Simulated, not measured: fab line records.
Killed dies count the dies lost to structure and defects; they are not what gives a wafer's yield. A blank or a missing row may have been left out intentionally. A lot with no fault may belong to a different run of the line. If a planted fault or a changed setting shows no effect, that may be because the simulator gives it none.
Comparing a struck lot with a sound one / flow rit_cmos / 19 out of 202 route steps
Sound: wafers L371.2, L371.3, L371.4. Struck: wafers L378.2, L378.4, L378.6. The cause is named last.
At each step with rows: each side's tool, then ch and its chambers, then its first start. Under that, the readings that differ: sound wafers / struck wafers / difference of the means / sigmas: that difference in standard deviations of wafers without a fault.
alike: same words and numbers on both sides, and readings whose means sit less than 2 such deviations apart. not compared: any withheld reading, any reading some wafer has no value for, any bound like >300 that may hide the same value, and any number with overlapping values for which the record gives no deviation.
A row with sigmas, a row that says differs or no value, or rows on one side alone: a step with any of these is where the two part. When numbers do not overlap yet have no deviation, they are printed without sigmas and do not part them. Lack of a reading on every wafer of one side parts them only where that side has two or more wafers.

first, 4 steps without rows for these wafers: RIT_PSD_SOFTBAKE_02 (time 60 s); RIT_PSD_EXPOSE_03 (exposes mask M10, target cd 40900 nm); RIT_PSD_PEB_04; RIT_PSD_DEVELOP_05 (develop time 50 s).
RIT_PSD_OVL_MEAS_06:
  struck on overlay-01, day 5 03:09; sound on overlay-01, day 3 15:26
reading=PSD_OVL (nm); sound=-0.7 -0.2 -1.5; struck=2.7 1.5 1.9; difference=+2.8; sigmas=+3
then, 2 steps without rows for these wafers: RIT_PSD_HARDBAKE_07 (time 60 s); RIT_PSD_IMPLANT_08.
RIT_PSD_STRIP_09: strips in O2, time 180 s.
  sound on plasma_asher-04 ch 0,1, day 3 15:46; struck on plasma_asher-02 ch 0,1, day 5 03:29
  alike: drypump_motor_current_A
  not compared: rf_hours_counter_h
RIT_PSD_TW_MEAS_10:
  struck on film_metro-03, day 5 03:40; sound on film_metro-04, day 3 15:58
  alike: PSD_TW
then, 3 steps without rows for these wafers: RIT_SDANNEAL_CLEAN_00 (cleans in SC1, time 600 s); RIT_SDANNEAL_CLEAN_01 (cleans in dHF, time 30 s); RIT_SDANNEAL_CLEAN_02 (cleans in SC2, time 600 s).
RIT_SDANNEAL_RTA_03: time 5 s.
  sound on rtp_anneal-01 ch 0, day 3 16:23; struck on rtp_anneal-02 ch 0, day 5 04:05
  alike: chamber_o2_ppm, wafer_temp_C_max
RIT_SDANNEAL_RS_MEAS_04: uses a four-point probe to measure.
  struck on film_metro-02, day 5 04:10; sound on film_metro-02, day 3 16:27
reading=PSD_RS (ohm/sq); sound=115.8 115.8 116.2; struck=72.3 72.1 72.0; difference=-43.8; sigmas=-99 or more
RIT_SDANNEAL_RS_MEAS_05: uses a four-point probe to measure.
  struck on film_metro-02, day 5 04:17; sound on film_metro-02, day 3 16:34
reading=NSD_RS (ohm/sq); sound=82.90 83.07 83.11; struck=75.95 76.01 76.21; difference=-6.97; sigmas=-27
RIT_SDANNEAL_RS_MEAS_06: uses a four-point probe to measure.
  struck on film_metro-02, day 5 04:24; sound on film_metro-02, day 3 16:41
reading=PLDD_RS (ohm/sq); sound=179.8 180.1 180.1; struck=142.2 141.4 141.7; difference=-38.2; sigmas=-83
RIT_SDANNEAL_RS_MEAS_07: uses a four-point probe to measure.
  struck on film_metro-02, day 5 04:31; sound on film_metro-02, day 3 16:49
reading=NLDD_RS (ohm/sq); sound=153.7 154.1 154.6; struck=147.5 146.8 146.9; difference=-7.1; sigmas=-10
then, 1 step without rows for these wafers: RIT_SILICIDE_WET_ETCH_00 (etches SiO2 in BOE, target depth 14 nm, time 15 s).
RIT_M1_PROBE_99:
  struck on prober-01, day 5 11:43; sound on prober-02, day 4 00:05
  alike: killed_at_contacts, killed_at_front_end, killed_dies, killed_open, killed_short

## WHERE THEY PART
First at RIT_PSD_OVL_MEAS_06; last, within this record, at RIT_SDANNEAL_RS_MEAS_07. Later steps at which nothing parts them and some readings are alike: RIT_M1_PROBE_99.

WHY: the cause the simulator had injected
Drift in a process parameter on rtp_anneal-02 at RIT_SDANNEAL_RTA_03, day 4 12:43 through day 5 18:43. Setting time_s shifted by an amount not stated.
